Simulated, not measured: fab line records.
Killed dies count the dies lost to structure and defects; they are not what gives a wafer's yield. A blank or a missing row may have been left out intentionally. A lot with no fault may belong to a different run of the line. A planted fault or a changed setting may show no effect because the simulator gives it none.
Which tool is to blame? ; flow berkeley cmos170 ; 14 lots, 42 wafers sampled, at 3 steps of a route of 331

== WHAT THE GAUGES READ, wafer by wafer ==
UCB170_M1_OVL_MEAS_10. Usual: M1_OVL 0 nm, standard deviation 5.6.
lot;measured;on;M1_OVL (nm);flag
L603;day 7 22:56;overlay-02;4 2 0;
L605;day 8 10:30;overlay-02;-4 6 2;
L604;day 8 10:44;overlay-01;9 5 2;
L607;day 9 03:46;overlay-01;-2 10 9;
L612;day 10 05:59;overlay-01;4 3 4;
L609;day 10 06:17;overlay-01;-3 8 5;
L615;day 10 06:27;overlay-02;3 -7 -9;
L618;day 11 07:17;overlay-01;-1 8 6;
L617;day 11 09:01;overlay-02;-15 -12 -15;
L620;day 11 20:18;overlay-01;-1 -3 3;
L619;day 11 21:37;overlay-01;-5 3 -1;
L622;day 12 05:34;overlay-02;0 -9 -1;
L625;day 12 20:25;overlay-02;3 0 -3;
L624;day 12 22:20;overlay-02;4 -2 2;

UCB170_V1_CD_MEAS_12: target cd 700 nm. Usual: cd nm at 699.9 nm, with a standard deviation of 1.4.
lot;measured;on;cd nm (nm);flag
L603;day 8 06:49;cd sem-01;697.8 698.1 699.3;
L605;day 8 15:25;cd sem-01;698.3 698.1 698.7;
L604;day 8 15:36;cd sem-01;697.7 697.9 698.5;
L607;day 9 10:07;cd sem-01;701.0 700.5 699.2;
L612;day 10 11:10;cd sem-02;700.9 702.8 703.0;
L609;day 10 11:29;cd sem-01;699.9 700.8 702.0;
L615;day 10 11:16;cd sem-01;699.1 699.0 699.7;
L618;day 11 10:48;cd sem-01;700.6 702.2 702.4;
L617;day 11 14:35;cd sem-01;700.1 700.1 701.3;
L620;day 12 00:07;cd sem-02;696.7 699.4 699.1;
L619;day 12 01:30;cd sem-01;701.0 700.4 700.7;
L622;day 12 09:30;cd sem-02;696.9 698.3 699.0;
L625;day 12 23:57;cd sem-01;697.6 697.6 699.1;
L624;day 13 03:53;cd sem-02;699.4 698.5 700.1;

UCB170_M2_CD_MEAS_15: target cd 700 nm. Usual: cd nm at 700.0 nm, with a standard deviation of 1.5.
lot;measured;on;cd nm (nm);flag
L603;day 8 09:34;cd sem-01;700.9 699.9 701.1;
L605;day 8 18:00;cd sem-02;698.4 700.2 699.9;
L604;day 8 18:14;cd sem-02;703.0 703.5 703.2;
L607;day 9 12:37;cd sem-01;701.2 701.3 702.0;
L612;day 10 14:09;cd sem-02;699.0 701.3 701.4;
L609;day 10 14:44;cd sem-01;699.9 700.5 699.8;
L615;day 10 14:34;cd sem-01;698.7 701.1 700.1;
L618;day 11 13:23;cd sem-02;699.1 699.8 699.7;
L617;day 11 17:10;cd sem-01;697.8 698.9 698.7;
L620;day 12 03:09;cd sem-02;699.4 699.9 699.5;
L619;day 12 04:40;cd sem-01;699.6 700.7 700.3;
L622;day 12 12:32;cd sem-02;701.2 701.4 702.8;
L625;day 13 03:10;cd sem-02;700.3 700.0 699.8;
L624;day 13 07:53;cd sem-02;700.3 699.7 698.9;

== WHICH TOOL RAN EACH LOT (tool, then ch and the chambers of the sampled wafers, then the start) ==
There is no process step in the record ahead of these readings.

== WHAT THE TOOLS THEMSELVES READ (means of the sampled wafers that have a number; where no wafer has one, the mark that the record gives instead) ==
The record holds no such reading with a usual standard deviation.

== THE ANSWER, worked out from the rows above alone ==
Rule: a lot counts as off when the mean over its wafers that have a number is more than 3 standard deviations away from the usual mean. A lot without any number at a reading at which 4 lots or more have one is off too. Where the step has rows for the other lots, those lots are counted as sound. Order of review: gauges by route order, followed by the tools' own readings, for which a lot's mean as printed above is used. At the first step where some lot is off, the reading lying furthest off is the one used; lots without a number count as furthest.
None of the lots is off at any reading shown; this tells nothing.

== WHAT WAS PUT IN BY THE SIMULATOR ==
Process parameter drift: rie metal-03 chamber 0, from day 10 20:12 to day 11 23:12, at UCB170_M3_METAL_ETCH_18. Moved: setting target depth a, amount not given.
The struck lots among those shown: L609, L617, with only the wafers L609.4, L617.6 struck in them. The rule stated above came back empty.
